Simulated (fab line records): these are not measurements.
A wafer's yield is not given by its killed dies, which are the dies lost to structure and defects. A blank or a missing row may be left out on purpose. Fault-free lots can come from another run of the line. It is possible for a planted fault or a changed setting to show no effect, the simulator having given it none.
fab line records -- flow rit-cmos
record lots=6, wafers=18, last-day=6
route steps=202 shown ACTIVE@1 M1@202
lots untouched by any fault: they come from a run of this same line in which no faults occurred
start-h: hours from the record's first day to the start of the lot's first wafer shown -- wait-h: hours since the lot's step before -- " repeats the value in the row above -- L1.1+2: one row covering several wafers at once -- - value missing, or start not given -- * or withheld: withheld -- < > ~ a bound
route shown NAME@n: a module of which the file shows steps, and the number in the route of the first -- usual: average and standard deviation across the fault-free wafers -- same: alike in all rows -- chamber/n: place in a boat -- sites: readings site by site -- _std_site: standard deviation across them -- _edge_site: the outer-site mean with the inner-site mean subtracted -- radius-mm: how far each site lies from the wafer's centre -- mask NAME#n: copy n -- behind: tool/chamber where the wafer was last shaped -- hold: why the lot went on hold/how many hours it stayed there/how the hold came to an end -- device: whichever transistor did not switch (one of n, p or np) -- end of line: the same wafers' tests at the end of the route -- for a step that has no rows: nothing shown but its recipe -- killed: the dies lost at the first sort to structure and to defects; this is not the yield of the wafer -- map: a wafer's dies, marking killed ones x, the rest . and places with no die _
set.NAME: setting as actually run; set.NAME@STEP: the setting as run at that earlier step -- model.NAME: the simulator's own value behind a step, which no gauge read
lots at some steps of the route; a table a step, a row a wafer
## steps
# step RIT_ACTIVE_BOW_MEAS_00
# recipe mode=bow
# usual INCOMING_BOW=1/7.1
lot.wafer,tool,chamber,start-h,wait-h,INCOMING_BOW[um]
L401.1,film-metro-02,-,10.00,-,0
L401.4,film-metro-02,-,10.00,-,1
L401.5,film-metro-02,-,10.00,-,3
L407.1,film-metro-04,-,40.00,-,3
L407.2,film-metro-04,-,40.00,-,1
L407.5,film-metro-04,-,40.00,-,2
L412.3,film-metro-03,-,65.04,-,-3
L412.4,film-metro-03,-,65.04,-,13
L412.6,film-metro-03,-,65.04,-,-6
L414.1,film-metro-02,-,75.00,-,0
L414.2,film-metro-02,-,75.00,-,-4
L414.5,film-metro-02,-,75.00,-,-1
L417.3,film-metro-03,-,90.04,-,-3
L417.4,film-metro-03,-,90.04,-,-2
L417.6,film-metro-03,-,90.04,-,2
L418.2,film-metro-02,-,95.02,-,3
L418.3,film-metro-02,-,95.02,-,3
L418.5,film-metro-02,-,95.02,-,3
# step RIT_ACTIVE_OXIDATION_01
# recipe temp-c=1000, ambient=O2, target-thk-a=468, ox-time-s=3360
# step RIT_ACTIVE_THK_MEAS_02
# recipe reads=SiO2_of_ACTIVE_OXIDATION_01
# usual ACTIVE_OXIDE_THK=46.9/0.95
lot.wafer,tool,chamber,start-h,wait-h,ACTIVE_OXIDE_THK[nm]
L401.1,film-metro-04,-,12.05,0.0,47.3
L401.4,film-metro-04,-,12.05,0.0,47.3
L401.5,film-metro-04,-,12.05,0.0,46.9
L407.1,film-metro-04,-,42.05,0.0,47.0
L407.2,film-metro-04,-,42.05,0.0,46.9
L407.5,film-metro-04,-,42.05,0.0,47.6
L412.3,film-metro-02,-,67.44,0.0,46.2
L412.4,film-metro-02,-,67.44,0.0,45.3
L412.6,film-metro-02,-,67.44,0.0,45.8
L414.1,film-metro-02,-,77.05,0.0,48.6
L414.2,film-metro-02,-,77.05,0.0,48.4
L414.5,film-metro-02,-,77.05,0.0,49.0
L417.3,film-metro-03,-,92.07,0.0,45.4
L417.4,film-metro-03,-,92.07,0.0,45.5
L417.6,film-metro-03,-,92.07,0.0,44.9
L418.2,film-metro-02,-,97.06,0.0,44.9
L418.3,film-metro-02,-,97.06,0.0,45.0
L418.5,film-metro-02,-,97.06,0.0,46.1
# step RIT_ACTIVE_CVD_03
# recipe material=Si3N4, target-thk-nm=150, temp-c=810, precursor=SiH2Cl2/NH3, time-s=1500, pressure-mtorr=300, sih2cl2-flow-sccm=60, nh3-flow-sccm=150
# step RIT_ACTIVE_THK_MEAS_04
# recipe reads=Si3N4_of_ACTIVE_CVD_03
# usual ACTIVE_NITRIDE_THK=149.9/1.5
lot.wafer,tool,chamber,start-h,wait-h,ACTIVE_NITRIDE_THK[nm]
L401.1,film-metro-02,-,13.82,0.0,153.7
L401.4,film-metro-02,-,13.82,0.0,150.8
L401.5,film-metro-02,-,13.82,0.0,152.6
L407.1,film-metro-02,-,51.03,0.0,149.4
L407.2,film-metro-02,-,51.03,0.0,149.2
L407.5,film-metro-02,-,51.03,0.0,149.2
L412.3,film-metro-04,-,69.63,0.0,148.7
L412.4,film-metro-04,-,69.63,0.0,151.1
L412.6,film-metro-04,-,69.63,0.0,149.0
L414.1,film-metro-04,-,78.53,0.0,149.4
L414.2,film-metro-04,-,78.53,0.0,150.5
L414.5,film-metro-04,-,78.53,0.0,150.0
L417.3,film-metro-03,-,93.55,0.0,151.8
L417.4,film-metro-03,-,93.55,0.0,152.0
L417.6,film-metro-03,-,93.55,0.0,150.4
L418.2,film-metro-02,-,98.54,0.0,150.7
L418.3,film-metro-02,-,98.54,0.0,150.4
L418.5,film-metro-02,-,98.54,0.0,151.4
# step RIT_ACTIVE_HMDS_05
# recipe prime-time-s=60, prime-temp-c=140
# step RIT_ACTIVE_COAT_06
# recipe resist=NOVOLAK, spin-rpm=3250, resist-thk-nm=1000
# step RIT_ACTIVE_SOFTBAKE_07
# recipe resist=NOVOLAK, temp-c=90, time-s=60
# usual exhaust-pa=44.9/0.9, heater-power-total-W=34.56/0.051, resist-line-temp-C=23.00/0.1, run-length-s=89.32/0.21
lot.wafer,tool,chamber,start-h,wait-h,exhaust-pa,heater-power-total-W,resist-line-temp-C,run-length-s
L401.1,litho-track-02,0,14.18,0.1,44.9,34.53,23.03,89.08
L401.4,litho-track-02,0,14.18,0.1,44.5,34.55,23.05,89.16
L401.5,litho-track-02,0,14.18,0.1,45.7,34.62,22.84,89.13
L407.1,litho-track-04,0,51.39,0.1,46.4,34.53,22.85,89.68
L407.2,litho-track-04,0,51.39,0.1,45.4,34.51,22.92,89.43
L407.5,litho-track-04,0,51.39,0.1,44.7,34.50,22.79,89.54
L412.3,litho-track-04,0,70.02,0.1,44.7,36.19,23.11,80.12
L412.4,litho-track-04,0,70.02,0.1,44.7,36.23,23.11,80.22
L412.6,litho-track-04,0,70.02,0.1,43.4,36.24,23.00,80.22
L414.1,litho-track-04,0,78.89,0.1,45.1,36.28,22.90,80.20
L414.2,litho-track-04,0,78.89,0.1,45.1,36.24,22.84,80.15
L414.5,litho-track-04,0,78.89,0.1,45.7,36.22,22.98,80.22
L417.3,litho-track-02,0,93.94,0.1,45.9,34.57,23.03,89.44
L417.4,litho-track-02,0,93.94,0.1,44.7,34.57,22.93,89.03
L417.6,litho-track-02,0,93.94,0.1,45.8,34.49,22.73,89.13
L418.2,litho-track-02,0,98.93,0.1,45.4,34.58,23.02,89.41
L418.3,litho-track-02,0,98.93,0.1,45.4,34.45,23.10,89.09
L418.5,litho-track-02,0,98.93,0.1,45.3,34.60,23.05,89.21
# step RIT_ACTIVE_EXPOSE_08
# recipe mask-id=M1, na=0.6, source-shape=conventional, sigma-outer=0.6, target-cd-nm=1400, dose-mj=230.2
# step RIT_M1_PROBE_99
# usual killed-at-contacts=0.1/0.29, killed-at-front-end=6/3, killed-dies=7/3.1, killed-open=3.2/1.9, killed-short=3.3/1.9
# same gross-dies=264, killed_at_M0_to_M3=0, killed_at_M4_up=0, killed-at-back-side=0, killed-at-other=0
lot.wafer,tool,chamber,start-h,wait-h,killed-at-contacts,killed-at-front-end,killed-dies,killed-open,killed-short
L401.1,prober-01,-,60.94,0.1,0,11,11,7,4
L401.4,prober-01,-,61.09,0.2,1,5,6,3,3
L401.5,prober-01,-,61.14,0.2,0,3,3,2,1
L407.1,prober-01,-,95.53,0.1,0,9,9,4,5
L407.2,prober-01,-,95.58,0.1,0,6,6,4,2
L407.5,prober-01,-,95.73,0.2,0,6,6,2,4
L412.3,prober-01,-,116.23,0.2,0,6,6,2,4
L412.4,prober-01,-,116.28,0.2,0,5,5,3,2
L412.6,prober-01,-,116.38,0.2,0,12,12,4,8
L418.2,prober-01,-,145.27,0.1,0,4,4,2,2
L418.3,prober-01,-,145.32,0.2,0,8,8,5,3
L418.5,prober-01,-,145.42,0.2,0,6,6,2,4
# killed by level:class
L401.1 FOX1:geometric-particle:open=2 FOX2:geometric-particle:open=2 GATE:geometric-particle:open=2 FOX1:geometric-particle:short=1 GATE:geometric-particle:short=1 REOX:geometric-particle:short=1 SPACER:geometric-particle:open=1 SILICIDE:geometric-particle:short=1
L401.4 GATE:geometric-particle:short=2 SILICIDE:geometric-particle:open=2 SILICIDE:geometric-particle:short=1 CONTACT:geometric-particle:open=1
L401.5 GATE:geometric-particle:open=2 GATE:geometric-particle:short=1
L407.1 FOX1:geometric-particle:short=3 GATE:geometric-particle:open=3 GATE:geometric-particle:short=1 REOX:geometric-particle:short=1 SPACER:geometric-particle:open=1
L407.2 GATE:geometric-particle:open=3 GATE:geometric-particle:short=1 REOX:geometric-particle:short=1 SILICIDE:geometric-particle:open=1
L407.5 FOX1:geometric-particle:short=3 FOX1:geometric-particle:open=1 GATE:geometric-particle:short=1 GATE:geometric-particle:open=1
L412.3 REOX:geometric-particle:short=4 GATE:geometric-particle:open=1 SILICIDE:geometric-particle:open=1
L412.4 FOX1:geometric-particle:open=1 FOX1:geometric-particle:short=1 FOX2:geometric-particle:open=1 SILICIDE:geometric-particle:open=1 SILICIDE:geometric-particle:short=1
L412.6 REOX:geometric-particle:short=4 REOX:geometric-particle:open=2 FOX2:geometric-particle:open=1 FOX2:geometric-particle:short=1 GATE:geometric-particle:open=1 GATE:geometric-particle:short=1 SPACER:geometric-particle:short=1 SILICIDE:geometric-particle:short=1
L418.2 FOX2:geometric-particle:open=1 REOX:geometric-particle:short=1 SPACER:geometric-particle:open=1 SILICIDE:geometric-particle:short=1
L418.3 GATE:geometric-particle:open=3 ACTIVE:geometric-particle:short=1 FOX2:geometric-particle:short=1 GATE:geometric-particle:short=1 REOX:geometric-particle:open=1 SPACER:geometric-particle:open=1
L418.5 FOX1:geometric-particle:short=2 FOX1:geometric-particle:open=1 GATE:geometric-particle:short=1 REOX:geometric-particle:short=1 SPACER:geometric-particle:open=1
## key
first-sign step=RIT_ACTIVE_SOFTBAKE_07, reading=run-length-s, direction=down, sigmas=44, usual=*, struck=*
effect step=RIT_ACTIVE_SOFTBAKE_07, reading=heater-power-total-W, direction=up, sigmas=33, usual=34.56, struck=36.23
met-at RIT_ACTIVE_SOFTBAKE_07
struck-wafers L412.3,L412.4,L412.6,L414.1,L414.2,L414.5
tester-left-out L412,L414
onset-between 51.39 70.02
fault kind=process-parameter-drift, tool=litho-track-04, chamber=-, onset-h=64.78, steps=RIT_ACTIVE_SOFTBAKE_07, channel=time-s, offset=*, shape=step, end-h=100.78, acts-in=*, stated=*
# tester-left-out: of these lots the tester's yield and bins aren't shown, on N5 and GAA mostly nor the transistor test; their killed dies are dies lost to structure and defects alone, not to doping, threshold or leakage, so they don't give the yield
